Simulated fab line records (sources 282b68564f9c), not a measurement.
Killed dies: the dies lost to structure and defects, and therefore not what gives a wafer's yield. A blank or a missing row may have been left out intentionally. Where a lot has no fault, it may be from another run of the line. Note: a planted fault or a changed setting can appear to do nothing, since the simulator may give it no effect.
Matching of chambers ; flow rit-cmos ; RIT_ACTIVE_ETCH_13 on rie-diel-03 has 4 sister chambers
The step etches Si3N4 in SF6, stops on SiO2, time 210 s, target depth 210 nm. 14 wafers are shown with their chamber, then 7 later ones without.

## WAFERS WITH THEIR CHAMBER
wafer;chamber;drypump-motor-current-A (A);throttle-valve-pct (%);oes-product-au (a.u.)
L550.2;1;6.2;7.28;0.820
L550.3;2;5.3;7.57;0.832
L550.4;0;5.7;7.55;0.808
L553.2;3;5.8;7.44;0.839
L553.3;1;6.1;7.29;0.818
L553.4;0;5.7;7.56;0.806
L554.3;3;5.8;7.46;0.829
L554.5;0;5.7;7.56;0.814
L554.6;1;6.1;7.29;0.820
L560.1;1;6.1;7.28;0.829
L560.5;3;5.8;7.43;0.842
L560.6;2;5.3;7.57;0.842
L561.2;3;5.8;7.45;0.837
L561.4;1;6.2;7.28;0.827

SIGNATURES (averages over the wafers above)
reading;chamber 0;chamber 1;chamber 2;chamber 3;scatter within a chamber
drypump-motor-current-A;5.700;6.140;5.300;5.800;0.0346
throttle-valve-pct;7.5567;7.2840;7.5700;7.4450;0.00829
oes-product-au;0.80933;0.82280;0.83700;0.83675;0.00522
Rule: for a wafer and a chamber, the distance is found by dividing, reading by reading, the gap between the wafer's reading and the chamber's mean by the reading's scatter, squaring, summing and taking the root. The wafer belongs to the nearest chamber; if the next one is less than 2 further off, it can't be placed. The scatter: the root of (the sum of the squares of (reading less its chamber's mean) over the shown wafers, divided by (wafers less chambers)).

## WAFERS WITH NO CHAMBER GIVEN
wafer;drypump-motor-current-A (A);throttle-valve-pct (%);oes-product-au (a.u.)
L561.5;6.2;7.25;0.828
L564.1;6.2;7.26;0.804
L564.3;5.3;7.57;0.823
L564.6;5.7;7.56;0.801
L568.2;5.8;7.44;0.839
L568.3;5.9;7.42;0.832
L568.5;5.8;7.44;0.835

## CHAMBER TAKEN BY EACH
wafer;from the rows above;in truth
L561.5;1;1
L564.1;1;1
L564.3;2;2
L564.6;0;0
L568.2;3;3
L568.3;3;3
L568.5;3;3
Correctly placed: 7 of 7. From these rows, 0 cannot be placed. Number placed wrongly: 0.
